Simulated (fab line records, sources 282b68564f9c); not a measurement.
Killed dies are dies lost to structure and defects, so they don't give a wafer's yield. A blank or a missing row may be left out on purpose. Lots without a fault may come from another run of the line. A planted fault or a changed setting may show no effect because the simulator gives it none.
Tool commonality check | flow rit_cmos | 14 lots, 42 wafers sampled

WHY IT WAS OPENED
At RIT_WELLDRIVE_RS_MEAS_01 the reading NWELL_RS is flagged on 2 of 14 lots. Wafers without a fault read 275.5 ohm/sq, standard deviation 0.7.
Rule: a lot is flagged when every wafer of it that has a number lies more than 4 standard deviations from that mean, or none has a number. The other lots count as sound.

lot  | measured    | on            | NWELL_RS (ohm/sq), wafer by wafer | flag
L875 | day 2 23:11 | film_metro-04 | 275.9 276.9 275.2                 |
L877 | day 3 09:00 | film_metro-04 | 276.5 275.8 275.7                 |
L879 | day 3 17:59 | film_metro-02 | 275.2 275.4 275.8                 |
L881 | day 4 07:38 | film_metro-01 | 346.1 345.8 346.3                 | FLAGGED
L882 | day 4 07:40 | film_metro-04 | 346.8 346.1 346.1                 | FLAGGED
L884 | day 4 19:22 | film_metro-02 | 275.8 276.1 275.7                 |
L886 | day 5 03:19 | film_metro-01 | 275.7 275.3 276.0                 |
L887 | day 5 09:11 | film_metro-01 | 276.1 276.7 277.6                 |
L888 | day 5 14:16 | film_metro-01 | 274.6 275.9 275.3                 |
L889 | day 5 17:38 | film_metro-02 | 274.3 274.8 274.2                 |
L891 | day 6 04:47 | film_metro-01 | 276.2 275.7 275.6                 |
L892 | day 6 10:56 | film_metro-01 | 276.0 275.9 275.2                 |
L894 | day 6 23:04 | film_metro-02 | 274.8 275.2 274.8                 |
L895 | day 7 01:56 | film_metro-01 | 275.7 276.5 275.7                 |
The numbers of the flagged lots are 346.2 ohm/sq on average: +70.7 ohm/sq against the usual, or +99 or more standard deviations.

WHICH TOOL RAN EACH LOT
The record holds 1 process step before the reading, out of a route of 202 steps. In each cell: the tool, then ch and the chambers that the sampled wafers went through, then the start.
lot  | flag    | RIT_WELLDRIVE_ANNEAL_00
L875 |         | furnace-01 ch 0, day 2 18:04
L877 |         | furnace-01 ch 0, day 3 03:53
L879 |         | furnace-04 ch 0, day 3 12:52
L881 | FLAGGED | furnace-01 ch 0, day 4 02:34
L882 | FLAGGED | furnace-01 ch 0, day 4 02:34
L884 |         | furnace-04 ch 0, day 4 14:17
L886 |         | furnace-04 ch 0, day 4 22:10
L887 |         | furnace-04 ch 0, day 5 04:06
L888 |         | furnace-04 ch 0, day 5 09:11
L889 |         | furnace-03 ch 0, day 5 12:32
L891 |         | furnace-04 ch 0, day 5 23:41
L892 |         | furnace-04 ch 0, day 6 05:50
L894 |         | furnace-03 ch 0, day 6 17:58
L895 |         | furnace-04 ch 0, day 6 20:51
What these steps do:
- RIT_WELLDRIVE_ANNEAL_00: time 14700 s.
- RIT_WELLDRIVE_RS_MEAS_01: measures by four-point-probe.

FLAGGED OVER TOTAL, TOOL BY TOOL (the gauges that took the reading come last)
step                     | tool          | lots run | flagged | share of the flagged lots | sound lots run after its first flagged lot
RIT_WELLDRIVE_ANNEAL_00  | furnace-01    | 4        | 2       | all                       | 0
RIT_WELLDRIVE_ANNEAL_00  | furnace-03    | 2        | 0       | none                      | -
RIT_WELLDRIVE_ANNEAL_00  | furnace-04    | 8        | 0       | none                      | -
RIT_WELLDRIVE_RS_MEAS_01 | film_metro-01 | 7        | 1       | some                      | 6 (L886,L887,L888,L891,L892,L895)
RIT_WELLDRIVE_RS_MEAS_01 | film_metro-02 | 4        | 0       | none                      | -
RIT_WELLDRIVE_RS_MEAS_01 | film_metro-04 | 3        | 1       | some                      | 0

WHAT THE TABLE ALLOWS
1 row of the table ran every flagged lot: furnace-01 at RIT_WELLDRIVE_ANNEAL_00.
- furnace-01 at RIT_WELLDRIVE_ANNEAL_00: 2 of its 4 lots flagged. Its last sound lot is L877 (day 3 03:53), its first flagged lot L881 (day 4 02:34): a fault that began between those two fits. Its own readings lie more than 4 standard deviations out on every wafer of the flagged lots: spike_tc_centre_C, spike_tc_load_C, spike_tc_source_C, tube_center_temp_C, tube_center_temp_C_max.
One tool is left: furnace-01 at RIT_WELLDRIVE_ANNEAL_00.

WHAT THE SIMULATOR HAD PUT IN
Process parameter drift: furnace-01, from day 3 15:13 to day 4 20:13, at RIT_WELLDRIVE_ANNEAL_00. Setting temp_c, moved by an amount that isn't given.
Lots struck among those shown: L881, L882. The rule above found the same.
